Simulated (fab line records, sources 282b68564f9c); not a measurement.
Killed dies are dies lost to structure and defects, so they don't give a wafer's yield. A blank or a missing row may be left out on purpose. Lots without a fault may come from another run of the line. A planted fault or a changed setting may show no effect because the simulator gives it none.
fab line records | flow rit_cmos
record lots=14 wafers=42 last_day=7
route steps=202 shown PLDD@119 NLDD@160 M1@202
lots that met no fault: from a run of the same line without faults
start_h: hours from the record's first day to the start of the lot's first wafer shown | wait_h: hours since the lot's step before | " the same as in the row above | L1.1+2: a row that stands for several wafers | - no value, or no start given | * or withheld: withheld | < > ~ a bound
route shown NAME@n: a module of which the file shows steps, and the number in the route of the first | usual: mean/standard deviation of fault-free wafers | same: alike in all rows | chamber/n: place in a boat | sites: the reading at each site | _std_site: their standard deviation | _edge_site: outer sites' mean less inner sites' | radius_mm: how far each site lies from the wafer's centre | mask NAME#n: copy n | behind: the tool/chamber that last shaped the wafer | hold: why the lot was held/for how many hours/how that ended | device: the transistor (n, p or np) that didn't switch | end of line: the same wafers' tests at the end of the route | a step without rows: its recipe alone | killed: dies lost to structure and defects at the first sort, not the wafer's yield | map: a wafer's dies, x killed, . not, _ none there
set.NAME: the setting as run; set.NAME@STEP: as run at that earlier step | model.NAME: the simulator's own value behind a step, which no gauge read
steps of the route over a sample of lots; a table a step, a row a wafer
## steps
# step RIT_PLDD_DEVELOP_05
# recipe resist=NOVOLAK develop_time_s=50 dev_temp_c=23
# usual developer_temp_C=23.01/0.094 exhaust_pa=45.1/0.82
# columns lot.wafer tool chamber start_h wait_h developer_temp_C exhaust_pa
L583.2 litho_track-04 0 43 - 22.90 45.4
L583.3 " 0 " " 23.00 45.6
L583.6 " 0 44 - 22.97 46.0
L584.3 litho_track-01 0 49 - 22.90 44.3
L584.5 " 0 " " 22.86 44.5
L584.6 " 0 " " 22.83 44.3
L585.2 litho_track-04 0 55 - 23.09 43.3
L585.3 " 0 " " 23.06 43.8
L585.5 " 0 " " 23.03 45.1
L586.2 litho_track-04 0 58 - 23.04 44.3
L586.3 " 0 " " 23.01 44.9
L586.5 " 0 " " 23.01 43.8
L587.1 litho_track-01 0 64 - 23.00 45.1
L587.2 " 0 " " 23.11 45.5
L587.5 " 0 " " 23.11 45.3
L591.2 litho_track-03 0 83 - 23.09 45.8
L591.5 " 0 " " 23.10 45.6
L591.6 " 0 " " 23.12 44.8
L593.1 litho_track-04 0 92 - 23.11 44.0
L593.3 " 0 93 - 22.89 44.5
L593.6 " 0 " " 23.04 45.9
L596.2 litho_track-01 0 108 - 23.04 46.4
L596.3 " 0 " " 23.06 45.3
L596.5 " 0 " " 22.98 45.3
L599.3 litho_track-01 0 122 - 22.17 45.1
L599.5 " 0 " " 22.16 45.5
L599.6 " 0 " " 22.17 45.6
L600.1 litho_track-01 0 128 - 22.11 45.9
L600.2 " 0 " " 22.06 45.9
L600.4 " 0 " " 22.02 46.4
L601.2 litho_track-04 0 132 - 22.96 44.2
L601.4 " 0 " " 23.09 44.7
L601.6 " 0 " " 22.97 45.2
L602.1 litho_track-03 0 137 - 22.92 43.4
L602.3 " 0 " " 22.97 44.6
L602.5 " 0 " " 22.96 44.3
L603.1 litho_track-04 0 142 - 23.07 46.7
L603.4 " 0 " " 22.86 46.5
L603.5 " 0 " " 22.91 44.8
L606.1 litho_track-04 0 158 - 23.13 44.5
L606.3 " 0 " " 22.98 44.8
L606.5 " 0 " " 23.30 46.3
# step RIT_SDANNEAL_RS_MEAS_07
# recipe thk_meas_gauge=four-point-probe
# usual NLDD_RS=152.0/0.43
# columns lot.wafer tool chamber start_h wait_h NLDD_RS[ohm/sq]
L583.2 film_metro-02 - 51.23 0.1 151.4
L583.3 " - " " 151.1
L583.6 " - " " 151.3
L584.3 film_metro-02 - 56.25 0.1 151.3
L584.5 " - " " 151.9
L584.6 " - " " 151.7
L585.2 film_metro-02 - 62.86 0.1 151.8
L585.3 " - " " 151.7
L585.5 " - " " 152.0
L586.2 film_metro-04 - 66.53 0.1 151.6
L586.3 " - " " 151.9
L586.5 " - " " 151.8
L587.1 film_metro-04 - 71.37 0.1 152.5
L587.2 " - " " 152.6
L587.5 " - " " 152.1
L591.2 film_metro-04 - 90.65 0.1 152.0
L591.5 " - " " 152.2
L591.6 " - " " 152.6
L593.1 film_metro-02 - 99.91 0.1 152.7
L593.3 " - " " 152.3
L593.6 " - " " 152.8
L596.2 film_metro-03 - 115.65 0.1 152.3
L596.3 " - " " 152.1
L596.5 " - " " 152.9
L599.3 film_metro-04 - 129.48 0.1 152.9
L599.5 " - " " 152.3
L599.6 " - " " 152.6
L600.1 film_metro-03 - 135.35 0.1 152.2
L600.2 " - " " 152.3
L600.4 " - " " 151.9
L601.2 film_metro-04 - 139.84 0.1 152.3
L601.4 " - " " 152.2
L601.6 " - " " 151.5
L602.1 film_metro-04 - 144.17 0.1 151.8
L602.3 " - " " 152.1
L602.5 " - " " 151.7
L603.1 film_metro-03 - 149.59 0.1 152.0
L603.4 " - " " 152.3
L603.5 " - " " 151.9
L606.1 film_metro-02 - 167.27 0.1 151.5
L606.3 " - " " 151.3
L606.5 " - " " 152.6
# step RIT_M1_PROBE_99
# usual killed_at_contacts=0.1/0.23 killed_at_front_end=7/3.1 killed_dies=7/3.1 killed_open=3.4/2.1 killed_short=3.5/2
# same gross_dies=264 killed_at_M0_to_M3=0 killed_at_M4_up=0 killed_at_back_side=0 killed_at_other=0
# columns lot.wafer tool chamber start_h wait_h killed_at_contacts killed_at_front_end killed_dies killed_open killed_short
L583.2 prober-02 - 58.72 0.1 0 8 8 6 2
L583.3 prober-02 - 58.77 0.2 0 9 9 6 3
L583.6 prober-02 - 58.92 0.2 0 9 9 4 5
L584.3 prober-01 - 63.37 0.2 0 1 1 0 1
L584.5 prober-01 - 63.47 0.2 0 5 5 1 4
L584.6 prober-01 - 63.52 0.2 0 10 10 7 3
L585.2 prober-02 - 70.10 0.1 0 13 13 4 9
L585.3 prober-02 - 70.15 0.2 0 9 9 5 4
L585.5 prober-02 - 70.25 0.2 0 7 7 4 3
L593.1 prober-02 - 107.09 0.1 1 7 8 2 6
L593.3 prober-02 - 107.19 0.2 0 5 5 2 3
L593.6 prober-02 - 107.34 0.2 0 14 14 7 7
L599.3 prober-01 - 136.52 0.2 0 9 9 4 5
L599.5 prober-01 - 136.62 0.2 1 9 10 3 7
L599.6 prober-01 - 136.67 0.2 0 21 21 12 9
L600.1 prober-02 - 142.31 0.1 0 6 6 2 4
L600.2 prober-02 - 142.36 0.1 0 8 8 6 2
L600.4 prober-02 - 142.46 0.2 0 9 9 5 4
L601.2 prober-01 - 147.08 0.1 0 10 10 6 4
L601.4 prober-01 - 147.18 0.2 0 5 5 3 2
L601.6 prober-01 - 147.28 0.2 0 4 4 2 2
# killed by level:class
L583.2 GATE:geometric_particle:open=5 ACTIVE:geometric_particle:open=1 FOX1:geometric_particle:short=1 GATE:geometric_particle:short=1
L583.3 GATE:geometric_particle:short=2 SILICIDE:geometric_particle:open=2 FOX1:geometric_particle:open=1 FOX1:geometric_particle:short=1 GATE:geometric_particle:open=1 REOX:geometric_particle:open=1 SPACER:geometric_particle:open=1
L583.6 GATE:geometric_particle:open=3 GATE:geometric_particle:short=2 FOX2:geometric_particle:open=1 FOX2:geometric_particle:short=1 SPACER:geometric_particle:short=1 SILICIDE:geometric_particle:short=1
L584.3 GATE:geometric_particle:short=1
L584.5 FOX2:geometric_particle:short=2 FOX2:geometric_particle:open=1 REOX:geometric_particle:short=1 SPACER:geometric_particle:short=1
L584.6 GATE:geometric_particle:open=5 GATE:geometric_particle:short=2 SPACER:geometric_particle:open=2 SPACER:geometric_particle:short=1
L585.2 GATE:geometric_particle:short=5 FOX1:geometric_particle:short=4 FOX1:geometric_particle:open=1 GATE:geometric_particle:open=1 SPACER:geometric_particle:open=1 SILICIDE:geometric_particle:open=1
L585.3 SILICIDE:geometric_particle:open=2 FOX1:geometric_particle:open=1 FOX2:geometric_particle:short=1 GATE:geometric_particle:short=1 GATE:geometric_particle:open=1 SPACER:geometric_particle:open=1 SPACER:geometric_particle:short=1 SILICIDE:geometric_particle:short=1
L585.5 FOX1:geometric_particle:open=2 FOX1:geometric_particle:short=1 FOX2:geometric_particle:short=1 GATE:geometric_particle:open=1 GATE:geometric_particle:short=1 SILICIDE:geometric_particle:open=1
L593.1 GATE:geometric_particle:short=4 FOX1:geometric_particle:short=1 FOX2:geometric_particle:open=1 SILICIDE:geometric_particle:open=1 CONTACT:geometric_particle:short=1
L593.3 GATE:geometric_particle:short=2 FOX2:geometric_particle:open=1 GATE:geometric_particle:open=1 REOX:geometric_particle:short=1
L593.6 FOX1:geometric_particle:short=3 SPACER:geometric_particle:open=3 GATE:geometric_particle:open=2 FOX1:geometric_particle:open=1 FOX2:geometric_particle:open=1 GATE:geometric_particle:short=1 REOX:geometric_particle:short=1 SPACER:geometric_particle:short=1
L599.3 FOX2:geometric_particle:open=2 GATE:geometric_particle:short=2 REOX:geometric_particle:short=2 SPACER:geometric_particle:open=2 SILICIDE:geometric_particle:short=1
L599.5 FOX1:geometric_particle:short=4 GATE:geometric_particle:open=2 FOX2:geometric_particle:short=1 GATE:geometric_particle:short=1 SILICIDE:geometric_particle:open=1 CONTACT:geometric_particle:short=1
L599.6 SILICIDE:geometric_particle:short=5 GATE:geometric_particle:short=3 REOX:geometric_particle:open=3 SILICIDE:geometric_particle:open=3 FOX2:geometric_particle:open=2 GATE:geometric_particle:open=2 FOX1:geometric_particle:open=1 FOX1:geometric_particle:short=1
L600.1 REOX:geometric_particle:short=2 FOX1:geometric_particle:open=1 FOX2:geometric_particle:short=1 GATE:geometric_particle:short=1 REOX:geometric_particle:open=1
L600.2 GATE:geometric_particle:open=4 SPACER:geometric_particle:open=2 FOX2:geometric_particle:short=1 GATE:geometric_particle:short=1
L600.4 SILICIDE:geometric_particle:open=3 GATE:geometric_particle:open=2 GATE:geometric_particle:short=2 FOX2:geometric_particle:short=1 SILICIDE:geometric_particle:short=1
L601.2 FOX1:geometric_particle:short=2 REOX:geometric_particle:open=2 SILICIDE:geometric_particle:open=2 FOX1:geometric_particle:open=1 FOX2:geometric_particle:short=1 GATE:geometric_particle:open=1 REOX:geometric_particle:short=1
L601.4 GATE:geometric_particle:open=2 FOX1:geometric_particle:short=1 GATE:geometric_particle:short=1 SPACER:geometric_particle:open=1
L601.6 GATE:geometric_particle:short=2 GATE:geometric_particle:open=1 SPACER:geometric_particle:open=1
## key
first_sign step=RIT_PLDD_DEVELOP_05 reading=developer_temp_C direction=down sigmas=9.5 usual=* struck=*
effect none on later readings
met_at RIT_PLDD_DEVELOP_05
struck_lots L599,L600
tester_left_out L599,L600
not_acting_at RIT_SDANNEAL_RS_MEAS_07
onset_between 108 122
fault kind=process_parameter_drift tool=litho_track-01 chamber=- onset_h=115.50 steps=RIT_PLDD_DEVELOP_05 channel=dev_temp_c offset=* shape=step end_h=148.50 acts_in=* stated=*
# tester_left_out: of these lots the tester's yield and bins aren't shown, on N5 and GAA mostly nor the transistor test; their killed dies are dies lost to structure and defects alone, not to doping, threshold or leakage, so they don't give the yield
